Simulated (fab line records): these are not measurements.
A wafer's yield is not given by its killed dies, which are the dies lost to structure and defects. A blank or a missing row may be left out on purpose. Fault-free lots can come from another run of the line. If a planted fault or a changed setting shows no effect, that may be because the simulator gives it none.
A lot that was struck, set against a sound lot | flow berkeley_cmos170 | 15 steps out of a route of 331
Sound: the wafers L492.1, L492.5, L492.6. Struck: wafers L499.1, L499.2, L499.5. The cause is named last.
At each step with rows: each side's tool, then ch and its chambers, then its first start. Under that, the readings that differ: sound wafers | struck wafers | difference of the means | sigmas: that difference in standard deviations of wafers without a fault.
alike: a reading whose means differ by less than 2 such deviations, as well as words and numbers matching on both sides. not compared: withheld readings; readings where some wafer has no value; bounds like >300 that might hide an equal value; numbers whose values overlap and for which the record gives no deviation.
The two part at a step that has a row with sigmas, a row that says differs or no value, or rows on one side only. Non-overlapping numbers with no deviation appear without sigmas and do not part them. A reading that every wafer of one side lacks parts them only if that side has two wafers or more.

first, 3 steps without rows for these wafers: UCB170_SILICIDE_WET_ETCH_05 (etches Ti in SPM, time 45 s); UCB170_CONTACT_CLEAN_00 (cleans in SPM, time 600 s); UCB170_CONTACT_CVD_01 (deposits PSG from SiH4/O2/PH3, target thk 700 nm, time 2820 s).
UCB170_CONTACT_THK_MEAS_02:
  struck on film_metro-04, day 9 13:19; sound on film_metro-01, day 7 22:16
  alike: CONTACT_PSG_THK
then, 3 steps without rows for these wafers: UCB170_CONTACT_HMDS_03 (prime time 60 s); UCB170_CONTACT_COAT_04 (resist thk 900 nm); UCB170_CONTACT_SOFTBAKE_05 (time 60 s).
UCB170_CONTACT_STRIP_06: strips in O2.
  sound on plasma_asher-03 ch 0,1, day 7 22:47; struck on plasma_asher-04 ch 0,1, day 9 13:49
  alike: drypump_motor_current_A, oes_product_au, strip_time_to_endpoint_s
  not compared: rf_hours_counter_h
then, 1 step without rows for these wafers: UCB170_CONTACT_CLEAN_07 (cleans in SPM, time 600 s).
UCB170_CONTACT_RTA_08: time 10 s.
  sound on rtp_anneal-01 ch 0, day 7 23:04; struck on rtp_anneal-01 ch 0, day 9 15:13
  alike: lamp_power_pct, wafer_temp_C_max
then, 2 steps without rows for these wafers: UCB170_CONTACT_COAT_09; UCB170_CONTACT_COAT_10 (resist thk 900 nm).
UCB170_CONTACT_SOFTBAKE_11: time 60 s.
  sound on litho_track-03 ch 0, day 7 23:00; struck on litho_track-03 ch 0, day 9 15:00
  reading                  | sound             | struck            | difference | sigmas
  heater_power_total_W (W) | 56.80 56.85 56.76 | 59.93 59.83 59.98 | +3.11      | +60
  run_length_s (s)         | 89.25 89.35 89.45 | 79.06 79.09 79.05 | -10.28     | -45
  alike: exhaust_pa
then, 1 step without rows for these wafers: UCB170_CONTACT_EXPOSE_12 (exposes mask CONT, target cd 700 nm).
UCB170_M3_PROBE_99:
  rows exist in the record for the struck wafers here (prober-02, day 10 11:26), but not for the sound ones

== WHERE THEY PART ==
At UCB170_CONTACT_SOFTBAKE_11 first; at UCB170_M3_PROBE_99 last (within this record only).

WHY: the cause the simulator had injected
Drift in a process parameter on litho_track-03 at UCB170_CONTACT_SOFTBAKE_11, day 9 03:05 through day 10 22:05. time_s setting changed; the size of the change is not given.
